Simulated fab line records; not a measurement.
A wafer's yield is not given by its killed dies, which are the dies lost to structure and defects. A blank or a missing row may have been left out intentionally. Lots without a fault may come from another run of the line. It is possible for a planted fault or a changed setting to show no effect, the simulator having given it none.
Split-lot study / flow berkeley-cmos170 / on a route of 331 steps: 5 lots, 23 wafers read

## ON THE SPLIT
At UCB170_ACTIVE_EXPOSE_10 (exposes mask ACTIVE, target cd 1200 nm), the setting dose-mj was moved away from the recipe's 20 on 6 of the 23 wafers read, by -7.1% to +3.8%. All remaining wafers had this setting at the recipe value.

## FROM THE SPLIT TO THE READING: what the file shows between them, 5 steps
- UCB170_ACTIVE_PEB_11
- UCB170_ACTIVE_DEVELOP_12: develop time 45 s
- UCB170_ACTIVE_CD_MEAS_13: target cd 1200 nm
- UCB170_ACTIVE_ETCH_15: etches Si3N4 in CH3F/Ar/O2, stops on SiO2, target depth 242 nm, time 151 s
- UCB170_ACTIVE_STRIP_16: strips in O2

## THE READING
cd-nm, in nm, at UCB170_ACTIVE_CD_MEAS_90 (target cd 1200 nm). On this fab line, fault-free wafers typically give 1199.2 nm with a standard deviation of 1.3 nm.

wafer=L075.2; tool, chamber at the split=krf-scanner-01, 0; dose-mj as run=20; against the recipe=recipe; cd-nm, nm=1198.1; against lot-mates on the recipe=-
wafer=L075.5; tool, chamber at the split=krf-scanner-01, 0; dose-mj as run=20; against the recipe=recipe; cd-nm, nm=1199.0; against lot-mates on the recipe=-
wafer=L075.6; tool, chamber at the split=krf-scanner-01, 0; dose-mj as run=20; against the recipe=recipe; cd-nm, nm=1197.6; against lot-mates on the recipe=-
wafer=L076.1; tool, chamber at the split=krf-scanner-02, 0; dose-mj as run=20; against the recipe=recipe; cd-nm, nm=1198.1; against lot-mates on the recipe=-
wafer=L076.2; tool, chamber at the split=krf-scanner-02, 0; dose-mj as run=20; against the recipe=recipe; cd-nm, nm=1197.8; against lot-mates on the recipe=-
wafer=L076.3; tool, chamber at the split=krf-scanner-02, 0; dose-mj as run=20; against the recipe=recipe; cd-nm, nm=1198.0; against lot-mates on the recipe=-
wafer=L076.5; tool, chamber at the split=krf-scanner-02, 0; dose-mj as run=20; against the recipe=recipe; cd-nm, nm=1198.9; against lot-mates on the recipe=-
wafer=L076.6; tool, chamber at the split=krf-scanner-02, 0; dose-mj as run=20; against the recipe=recipe; cd-nm, nm=1198.5; against lot-mates on the recipe=-
wafer=L081.1; tool, chamber at the split=krf-scanner-01, 0; dose-mj as run=20; against the recipe=recipe; cd-nm, nm=1196.1; against lot-mates on the recipe=-
wafer=L081.3; tool, chamber at the split=krf-scanner-01, 0; dose-mj as run=18.59; against the recipe=-7.1%; cd-nm, nm=1210.7; against lot-mates on the recipe=+12.9
wafer=L081.4; tool, chamber at the split=krf-scanner-01, 0; dose-mj as run=20; against the recipe=recipe; cd-nm, nm=1198.4; against lot-mates on the recipe=-
wafer=L081.5; tool, chamber at the split=krf-scanner-01, 0; dose-mj as run=20; against the recipe=recipe; cd-nm, nm=1198.9; against lot-mates on the recipe=-
wafer=L081.6; tool, chamber at the split=krf-scanner-01, 0; dose-mj as run=18.59; against the recipe=-7.1%; cd-nm, nm=1210.8; against lot-mates on the recipe=+13.0
wafer=L084.2; tool, chamber at the split=krf-scanner-02, 0; dose-mj as run=20; against the recipe=recipe; cd-nm, nm=1198.6; against lot-mates on the recipe=-
wafer=L084.3; tool, chamber at the split=krf-scanner-02, 0; dose-mj as run=20.75; against the recipe=+3.8%; cd-nm, nm=1190.9; against lot-mates on the recipe=-6.0
wafer=L084.4; tool, chamber at the split=krf-scanner-02, 0; dose-mj as run=20.75; against the recipe=+3.8%; cd-nm, nm=1190.9; against lot-mates on the recipe=-6.0
wafer=L084.5; tool, chamber at the split=krf-scanner-02, 0; dose-mj as run=20; against the recipe=recipe; cd-nm, nm=1195.3; against lot-mates on the recipe=-
wafer=L084.6; tool, chamber at the split=krf-scanner-02, 0; dose-mj as run=20; against the recipe=recipe; cd-nm, nm=1196.9; against lot-mates on the recipe=-
wafer=L083.1; tool, chamber at the split=krf-scanner-01, 0; dose-mj as run=20; against the recipe=recipe; cd-nm, nm=1199.7; against lot-mates on the recipe=-
wafer=L083.2; tool, chamber at the split=krf-scanner-01, 0; dose-mj as run=20.46; against the recipe=+2.3%; cd-nm, nm=1194.7; against lot-mates on the recipe=-5.2
wafer=L083.3; tool, chamber at the split=krf-scanner-01, 0; dose-mj as run=20; against the recipe=recipe; cd-nm, nm=1199.0; against lot-mates on the recipe=-
wafer=L083.4; tool, chamber at the split=krf-scanner-01, 0; dose-mj as run=20; against the recipe=recipe; cd-nm, nm=1201.0; against lot-mates on the recipe=-
wafer=L083.6; tool, chamber at the split=krf-scanner-01, 0; dose-mj as run=20.46; against the recipe=+2.3%; cd-nm, nm=1196.4; against lot-mates on the recipe=-3.5

THE FIT
A straight line over all 23 wafers: cd-nm changes by -1.76 nm for each +1% of dose-mj; r = -0.96; the points scatter about the line by 1.3 nm.
The same after taking each lot's own level away (the mean of its wafers on the recipe; 23 wafers): -1.79 nm for each +1%; r = -0.98; scatter 0.88 nm.
On that fit, the largest move of dose-mj shifts the reading by 13 nm.
Across the lots, their own levels run from 1196.93 to 1199.90 nm, a range of 2.3 times the standard deviation given above.
The two slopes are in agreement: the lot-to-lot level therefore moves the slope only a little.
Check: +12.6 nm against its lot-mates is what the line predicts for one of the wafers moved furthest among these (-7.1%) when that wafer is left out of the fit. Against them it came out at +12.9 nm.

## THESE WAFERS: OTHER SPLITS
Before the reading, these wafers also passed through other splits. Each is held against what the fit with the lots' levels taken away leaves over:
other split on the same wafers=UCB170_NWELL_IMPLANT_14 energy-kev; wafers away from the commonest value=6; r with cd-nm (lot level and that fit taken away)=+0.08
other split on the same wafers=UCB170_PWELL_CVD_05 pressure-mtorr; wafers away from the commonest value=18; r with cd-nm (lot level and that fit taken away)=+0.05
other split on the same wafers=UCB170_ACTIVE_COAT_08 resist-thk-nm; wafers away from the commonest value=11; r with cd-nm (lot level and that fit taken away)=+0.33

## THE WHOLE CHAIN: every reading that the file lists as answering this split, in the file's order
step=UCB170_ACTIVE_CD_MEAS_13; what it does=target cd 1200 nm; reading=cd-nm; change (the file's fit)=-1.79 nm for each +1% of the setting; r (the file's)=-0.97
step=UCB170_ACTIVE_ETCH_15; what it does=etches Si3N4 in CH3F/Ar/O2, stops on SiO2, target depth 242 nm, time 151 s; reading=ACTIVE.cd-nm (the simulator's own value, which no gauge read); change (the file's fit)=-1.79 nm for each +1% of the setting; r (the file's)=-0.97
step=UCB170_ACTIVE_CD_MEAS_90; what it does=target cd 1200 nm; reading=cd-nm; change (the file's fit)=-1.79 nm for each +1% of the setting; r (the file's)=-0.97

## FILE'S OWN FIT
cd-nm changes by -1.79 nm for each +1% of dose-mj, r = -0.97.
